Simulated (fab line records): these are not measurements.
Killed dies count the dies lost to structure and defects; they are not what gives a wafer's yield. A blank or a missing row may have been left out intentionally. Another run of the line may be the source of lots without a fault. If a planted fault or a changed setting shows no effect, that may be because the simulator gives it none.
A lot that was struck, set against a sound lot | flow ritCmos | 18 out of 202 route steps
Sound: wafers L531.3, L531.5, L531.6. The struck wafers were L541.2, L541.5, L541.6. At the end, the cause is stated.
At each step with rows: each side's tool, then ch and its chambers, then its first start. Under that, the readings that differ: sound wafers | struck wafers | difference of the means | sigmas: that difference in standard deviations of wafers without a fault.
alike: readings whose means differ by less than 2 such deviations, and words and numbers that are the same on both sides. not compared: withheld readings, readings that some wafer has no value for, bounds like >300 that may hide the same value, and numbers for which the record gives no deviation and whose values overlap.
A row with sigmas, a row that says differs or no value, or rows on one side alone: a step with any of these is where the two part. Numbers that don't overlap but have no deviation are shown without sigmas and don't part them. Lack of a reading on every wafer of one side parts them only where that side has two or more wafers.

RIT_SILICIDE_RTA_06: time 10.37 s, ramp up 5 s, ramp down 10 s.
  sound on rtpAnneal-02 ch 0, day 3 16:14; struck on rtpAnneal-02 ch 0, day 5 16:34
  alike: wafer_temp_C_max
RIT_CONTACT_CVD_00: deposits SiO2 from TEOS, target thk 400 nm, time 61 s.
  sound on pecvd-03 ch 0,2, day 3 16:19; struck on pecvd-01 ch 0,1,2, day 5 16:37
  alike: heaterPowerW
RIT_CONTACT_THK_MEAS_01:
  sound on filmMetro-01 at day 3 16:23; struck on filmMetro-04 at day 5 16:41
  alike: CONTACT_TEOS_THK
then, 6 steps without rows for these wafers: RIT_CONTACT_HMDS_02 (prime time 60 s); RIT_CONTACT_COAT_03 (resist thk 1000 nm); RIT_CONTACT_SOFTBAKE_04 (time 60 s); RIT_CONTACT_EXPOSE_05 (exposes mask M11, target cd 1000 nm); RIT_CONTACT_PEB_06; RIT_CONTACT_DEVELOP_07 (develop time 120 s).
RIT_CONTACT_CD_MEAS_08 targets a cd of 1000 nm.
  sound on cdSem-01 at day 3 17:33; struck on cdSem-02 at day 5 18:04
  alike: cdNm
RIT_CONTACT_OVL_MEAS_09:
  sound on overlay-02 at day 3 17:39; struck on overlay-02 at day 5 18:11
  alike: CONTACT_OVL
then, 1 step without rows for these wafers: RIT_CONTACT_HARDBAKE_10 (time 60 s).
RIT_CONTACT_ETCH_11: etches SiO2 in CHF3/CF4/Ar, stops on TiSi2, target depth 480 nm, time 320 s.
  sound on rieDiel-02 ch 0,3, day 3 17:49; struck on rieDiel-02 ch 0,2,3, day 5 18:22
reading                                     | sound             | struck            | difference | sigmas
model.etch.depthNm (nm)                     | 405.4 399.7 398.1 | 369.2 368.8 366.7 | -32.8      | 
model.CONTACT.featureDepthNm (nm)           | 405.4 399.7 398.1 | 369.2 368.8 366.7 | -32.8      | 
model.NOVOLAK_of_CONTACT_COAT_03.thkNm (nm) | 767.1 768.4 767.5 | 794.4 796.1 796.9 | +28.1      | 
  alike: drypumpMotorCurrentA, oesProductAu, throttleValvePct
  not compared: rfHoursCounterH
RIT_CONTACT_STRIP_12: strips in O2, time 180 s.
  sound on plasmaAsher-02 ch 0,1, day 3 18:04; struck on plasmaAsher-03 ch 0,1, day 5 18:33
  alike: drypumpMotorCurrentA
  not compared: rfHoursCounterH
RIT_CONTACT_CD_MEAS_90 targets a cd of 1000 nm.
  sound on cdSem-02 at day 3 18:14; struck on cdSem-02 at day 5 18:45
  alike: cdNm
then, 2 steps without rows for these wafers: RIT_CONTACT_CLEAN_13 (cleans in SC1, time 600 s); RIT_CONTACT_CLEAN_14 (cleans in SC2, time 600 s).
RIT_M1_PROBE_99:
  sound on prober-01 at day 3 22:54; struck on prober-01 at day 5 23:23
reading          | sound  | struck      | difference | sigmas
killedAtContacts | 0 0 0  | 259 260 260 | +260       | +99 or more
killedDies       | 5 8 10 | 262 264 264 | +256       | +88
killedOnRim      | 1 3 2  | 70 70 70    | +68        | +52
  alike: killedAtFrontEnd, killedOpen, killedShort

## WHERE THEY PART
Only at RIT_M1_PROBE_99, as far as this record shows.

WHY: what the simulator had put in
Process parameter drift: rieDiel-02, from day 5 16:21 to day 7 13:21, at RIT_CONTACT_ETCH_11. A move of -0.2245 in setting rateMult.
